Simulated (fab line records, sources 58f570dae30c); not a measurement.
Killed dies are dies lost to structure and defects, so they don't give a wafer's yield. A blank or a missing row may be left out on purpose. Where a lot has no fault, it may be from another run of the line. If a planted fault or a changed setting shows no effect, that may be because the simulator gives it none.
A lot that was struck, set against a sound lot | flow berkeley cmos170 | 23 out of 331 route steps
Sound: these wafers, L595.2, L595.3, L595.6. Wafers L601.1, L601.5, L601.6 were the ones struck. The cause is given at the end.
Order at every step that has rows: each side's tool, ch and its chambers, its first start. Under that, the readings that differ: sound wafers | struck wafers | difference of the means | sigmas: that difference in standard deviations of wafers without a fault.
alike: same words and numbers on both sides, and readings whose means sit less than 2 such deviations apart. not compared: any withheld reading, any reading some wafer has no value for, any bound like >300 that may hide the same value, and any number with overlapping values for which the record gives no deviation.
Wherever a step has rows on one side only, a row that says differs or no value, or a row with sigmas, the two part there. Numbers that have no deviation but don't overlap get no sigmas and don't part them. A reading missing from all wafers of one side parts the sides only when that side holds two or more wafers.

first, 1 step without rows for these wafers: UCB170_WELLDRIVE_OXIDATION_01 (target thk 199 nm, ox time 9000 s).
UCB170_WELLDRIVE_THK_MEAS_02:
  struck on film metro-03, day 5 13:38; sound on film metro-03, day 4 07:52
  alike: WELLDRIVE_OXIDE_THK
then, 5 steps without rows for these wafers: UCB170_WELLDRIVE_ANNEAL_03 (time 900 s); UCB170_WELLDRIVE_WET_ETCH_04 (etches SiO2 in BOE, time 120 s); UCB170_ACTIVE_CLEAN_00 (cleans in SPM, time 600 s); UCB170_ACTIVE_CLEAN_01 (cleans in dHF, time 60 s); UCB170_ACTIVE_OXIDATION_02 (target thk 26.4 nm, ox time 1260 s).
UCB170_ACTIVE_THK_MEAS_03:
  struck on film metro-02, day 6 01:05; sound on film metro-04, day 4 20:08
  alike: ACTIVE_OXIDE_THK
then, 2 steps without rows for these wafers: UCB170_ACTIVE_ANNEAL_04 (time 900 s); UCB170_ACTIVE_CVD_05 (deposits Si3N4 from SiH2Cl2/NH3, target thk 220 nm, time 3300 s).
UCB170_ACTIVE_THK_MEAS_06:
  struck on film metro-02, day 6 12:28; sound on film metro-03, day 5 04:43
  alike: ACTIVE_NITRIDE_THK
then, 1 step without rows for these wafers: UCB170_ACTIVE_HMDS_07 (prime time 60 s).
UCB170_ACTIVE_COAT_08: resist thk 900 nm.
  sound on litho track-01 ch 0, day 5 05:15; struck on litho track-01 ch 0, day 6 12:41
  reading                                 | sound             | struck            | difference | sigmas
  model.KrF_of_ACTIVE_COAT_08.thk nm (nm) | 897.2 898.3 899.5 | 819.7 819.3 818.6 | -79.1      |
then, 4 steps without rows for these wafers: UCB170_ACTIVE_SOFTBAKE_09 (time 60 s); UCB170_ACTIVE_EXPOSE_10 (exposes mask ACTIVE, target cd 1200 nm); UCB170_ACTIVE_PEB_11; UCB170_ACTIVE_DEVELOP_12 (develop time 45 s).
UCB170_ACTIVE_CD_MEAS_13 targets a cd of 1200 nm.
  struck on cd sem-02, day 6 13:42; sound on cd sem-01, day 5 06:02
  alike: cd nm
UCB170_ACTIVE_OVL_MEAS_14:
  struck on overlay-02, day 6 13:49; sound on overlay-01, day 5 06:08
  alike: ACTIVE_OVL
UCB170_ACTIVE_ETCH_15: etches Si3N4 in CH3F/Ar/O2, stops on SiO2, target depth 242 nm, time 151 s.
  sound on rie diel-02 ch 0,1, day 5 06:10; struck on rie diel-01 ch 0,1,3, day 6 13:52
  reading                                 | sound             | struck            | difference | sigmas
  model.KrF_of_ACTIVE_COAT_08.thk nm (nm) | 723.4 719.6 720.9 | 644.8 647.6 643.8 | -75.9      |
  alike: CH3F_flow_sccm, O2_flow_sccm, drypump motor current A, oes product au, throttle valve pct
  not compared: rf hours counter h
UCB170_ACTIVE_STRIP_16: strips in O2.
  sound on plasma asher-03 ch 0,1, day 5 06:16; struck on plasma asher-01 ch 0,1, day 6 13:58
  reading                      | sound             | struck            | difference | sigmas
  strip time to endpoint s (s) | 18.06 17.97 18.01 | 16.16 16.25 16.16 | -1.82      | -15
  alike: drypump motor current A, oes product au
  not compared: rf hours counter h
UCB170_ACTIVE_CD_MEAS_90 targets a cd of 1200 nm.
  struck on cd sem-01, day 6 14:04; sound on cd sem-01, day 5 06:25
  alike: cd nm
then, 1 step without rows for these wafers: UCB170_M3_PROBE_99.

WHERE THEY PART
Only at UCB170_ACTIVE_STRIP_16, within this record. Later steps at which nothing parts them and some readings are alike: UCB170_ACTIVE_CD_MEAS_90.

WHY: whatever the simulator had introduced
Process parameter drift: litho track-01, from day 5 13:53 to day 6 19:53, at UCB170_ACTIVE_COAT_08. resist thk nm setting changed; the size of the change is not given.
